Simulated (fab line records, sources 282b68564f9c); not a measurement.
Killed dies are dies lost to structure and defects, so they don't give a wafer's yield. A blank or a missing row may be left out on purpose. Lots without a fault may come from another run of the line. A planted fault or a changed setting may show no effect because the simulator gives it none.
Which tool did it? | flow rit_cmos | 14 lots, 42 wafers sampled, at 1 step of a route of 202

WHAT THE GAUGES READ, wafer by wafer
The record holds no reading of a measuring or inspecting step that can be judged against a usual standard deviation.

WHICH TOOL RAN EACH LOT (tool, then ch and the chambers of the sampled wafers, then the start)
lot  | RIT_PLDD_COAT_01
L169 | litho_track-01 ch 0, day 2 21:23
L170 | litho_track-01 ch 0, day 3 04:08
L171 | litho_track-02 ch 0, day 3 06:29
L172 | litho_track-02 ch 0, day 3 13:45
L173 | litho_track-02 ch 0, day 3 17:53
L175 | litho_track-04 ch 0, day 4 00:52
L178 | litho_track-01 ch 0, day 4 17:42
L179 | litho_track-01 ch 0, day 5 01:11
L180 | litho_track-04 ch 0, day 5 01:52
L184 | litho_track-04 ch 0, day 5 20:10
L186 | litho_track-04 ch 0, day 6 07:01
L189 | litho_track-02 ch 0, day 6 22:30
L190 | litho_track-01 ch 0, day 7 05:32
L192 | litho_track-02 ch 0, day 7 18:31
- RIT_PLDD_COAT_01: resist thk 1000 nm.

WHAT THE TOOLS THEMSELVES READ (means of the sampled wafers that have a number; where no wafer has one, the mark that the record gives instead)
RIT_PLDD_COAT_01. Usual: spin_speed_rpm 3249.9 rpm, standard deviation 2.2.
lot  | tool           | spin_speed_rpm (rpm) | flag
L169 | litho_track-01 | 3249.2               |
L170 | litho_track-01 | 3252.5               |
L171 | litho_track-02 | 3249.4               |
L172 | litho_track-02 | 3249.3               |
L173 | litho_track-02 | 3252.2               |
L175 | litho_track-04 | 3248.9               |
L178 | litho_track-01 | 3248.2               |
L179 | litho_track-01 | 3249.7               |
L180 | litho_track-04 | 3251.9               |
L184 | litho_track-04 | 3367.3               | OFF
L186 | litho_track-04 | 3366.2               | OFF
L189 | litho_track-02 | 3251.8               |
L190 | litho_track-01 | 3251.3               |
L192 | litho_track-02 | 3249.0               |

THE ANSWER, worked out from the rows above alone
Rule: a lot is off if the mean of its wafers that have a number lies more than 3 standard deviations from the usual mean. A lot without any number at a reading at which 4 lots or more have one is off too. The other lots that the step has rows for count as sound. The gauges are gone through in route order, then the tools' own readings, and for those a lot's mean is taken as printed above. The first step at which some lot is off is used, and at that step the reading that is off furthest; a lot without a number counts as furthest.
Off: L184, L186, at RIT_PLDD_COAT_01 (spin_speed_rpm).
A tool fits if, at that step or a process step before it, it ran every lot that is off, and no sound lot after the first of them. One fits: litho_track-04 at RIT_PLDD_COAT_01. Its last sound lot is L180 (day 5 01:52), its first lot that is off L184 (day 5 20:10): a fault that began between those two fits.
The tool's own readings at RIT_PLDD_COAT_01 bear it out: on the lots that are off they differ by more than 5 times the standard deviation of the sound lots' means. spin_speed_rpm reads 3366.8 rpm there against 3250.3 rpm on the sound lots.

WHAT THE SIMULATOR HAD PUT IN
Process parameter drift: litho_track-04, from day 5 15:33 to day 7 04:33, at RIT_PLDD_COAT_01. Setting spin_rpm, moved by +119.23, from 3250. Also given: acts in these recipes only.
Lots struck among those shown: L184, L186. The rule above found the same.
